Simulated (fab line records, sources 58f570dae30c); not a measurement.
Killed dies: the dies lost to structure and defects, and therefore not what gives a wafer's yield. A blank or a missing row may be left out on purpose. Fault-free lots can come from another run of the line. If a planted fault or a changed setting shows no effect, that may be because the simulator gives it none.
fab line records    flow berkeleyCmos170
[record] lots = 15  wafers = 45  lastDay = 13
route steps=331 shown GATE@136
lots untouched by any fault: they come from a run of this same line in which no faults occurred
startH: hours from the record's first day to the start of the lot's first wafer shown    waitH: hours from the lot's prior step to this one    " as in the row above    L1.1+2: several wafers, shown together as one row    - no value, or no start given    * or withheld: withheld    < > ~ a bound
route shown NAME@n: NAME is a module with steps in the file, n the number in the route of the first one    usual: mean and standard deviation over wafers with no fault    same: alike in all rows    chamber/n: place in a boat    sites: per-site readings    _std_site: how widely they spread, as a standard deviation    _edge_site: inner sites' mean taken away from outer sites' mean    radiusMm: for every site, how far away it sits from the centre of the wafer    mask NAME#n: copy n    behind: the tool/chamber that last shaped the wafer    hold: the reason the lot was held/the length of the hold in hours/how it ended    device: whichever transistor did not switch (one of n, p or np)    end of line: at the end of the route, the tests of the same wafers    step lacking rows: just its recipe    killed: the dies lost at the first sort to structure and to defects; this is not the yield of the wafer    map: a wafer's dies, marking killed ones x, the rest . and places with no die _
set.NAME: the run value of the setting; set.NAME@STEP: its run value at that earlier step    model.NAME: the simulator's own value behind a step, which no gauge read
route steps across a sampled set of lots; one table per step, one row per wafer
[[steps]]
[step UCB170_GATE_PEB_10]
[recipe] pebTempC = 130  pebTimeS = withheld  resist = KrF
[usual] chillPlateTempC = 23.02/0.1  exhaustPa = 45.1/0.91
lot.wafer  tool           chamber  startH  waitH  chillPlateTempC  exhaustPa
L110.2     lithoTrack-02  0        146.50  0.1    23.11            44.5
L110.3     "              0        "       "      23.27            45.3
L110.6     "              0        "       "      23.12            45.3
L112.1     lithoTrack-03  0        156.89  0.1    23.01            44.3
L112.4     "              0        "       "      22.95            44.9
L112.5     "              0        "       "      22.92            45.1
L111.3     lithoTrack-01  0        157.18  0.1    22.97            45.4
L111.4     "              0        "       "      23.11            45.8
L111.6     "              0        "       "      22.88            47.0
L114.1     lithoTrack-03  0        172.62  0.5    22.99            45.7
L114.2     "              0        "       "      23.11            43.4
L114.5     "              0        "       "      22.90            46.2
L116.1     lithoTrack-01  0        181.05  0.1    23.13            44.7
L116.3     "              0        "       "      23.11            44.9
L116.4     "              0        "       "      22.99            44.3
L120.2     lithoTrack-03  0        204.93  0.1    22.96            45.6
L120.3     "              0        "       "      22.92            45.7
L120.5     "              0        "       "      23.10            46.0
L121.1     lithoTrack-03  -        205.26  0.1    -                -
L121.2     "              -        "       "      -                -
L121.5     "              -        "       "      -                -
L124.1     lithoTrack-02  -        214.53  0.8    -                -
L124.5     "              -        "       "      -                -
L124.6     "              -        "       "      -                -
L122.1     lithoTrack-03  -        214.54  0.6    -                -
L122.2     "              -        "       "      -                -
L122.4     "              -        "       "      -                -
L126.1     lithoTrack-02  0        228.93  0.1    22.98            44.7
L126.2     "              0        "       "      22.95            45.4
L126.4     "              0        "       "      22.95            45.5
L125.1     lithoTrack-02  0        229.21  0.1    22.93            46.0
L125.5     "              0        "       "      22.81            46.3
L125.6     "              0        "       "      22.78            45.3
L131.1     lithoTrack-01  0        246.54  0.6    22.97            45.5
L131.2     "              0        "       "      23.14            45.6
L131.5     "              0        "       "      22.99            46.3
L132.2     lithoTrack-03  0        246.79  0.7    23.21            45.7
L132.4     "              0        "       "      23.12            45.7
L132.5     "              0        "       "      23.12            45.6
L130.1     lithoTrack-01  0        246.82  0.4    22.85            43.4
L130.2     "              0        "       "      23.01            44.4
L130.4     "              0        "       "      23.00            44.2
L133.1     lithoTrack-01  0        267.56  0.1    22.82            45.8
L133.2     "              0        "       "      23.02            44.6
L133.3     "              0        "       "      23.07            43.8
[[key]]
[firstSign] step = UCB170_GATE_PEB_10  reading = toolRecord  direction = missing
effect none on later readings
metAt UCB170_GATE_PEB_10
struckLots L121,L122,L124
laterRowsLeftOut L121.1,L121.2,L121.5,L122.1,L122.2,L122.4,L124.1,L124.5,L124.6
sortLeftOut L121.1,L121.2,L121.5,L122.1,L122.2,L122.4,L124.1,L124.5,L124.6
testerLeftOut L121,L122,L124
onsetBetween 204.93 205.26
[fault] kind = skippedStepWhole  tool = lithoTrack-02,lithoTrack-03  chamber = -  onsetH = 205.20  steps = UCB170_GATE_PEB_10  scope = struckLotsOnly
// testerLeftOut: of these lots the tester's yield and bins aren't shown, on N5 and GAA mostly nor the transistor test; their killed dies are dies lost to structure and defects alone, not to doping, threshold or leakage, so they don't give the yield
// sortLeftOut: the simulated sort isn't trusted on such a fault, so these wafers' sort isn't shown, and their yield isn't known
// laterRowsLeftOut: the simulator's readings of these wafers behind a module that went badly wrong aren't trusted and aren't shown, but for the sort
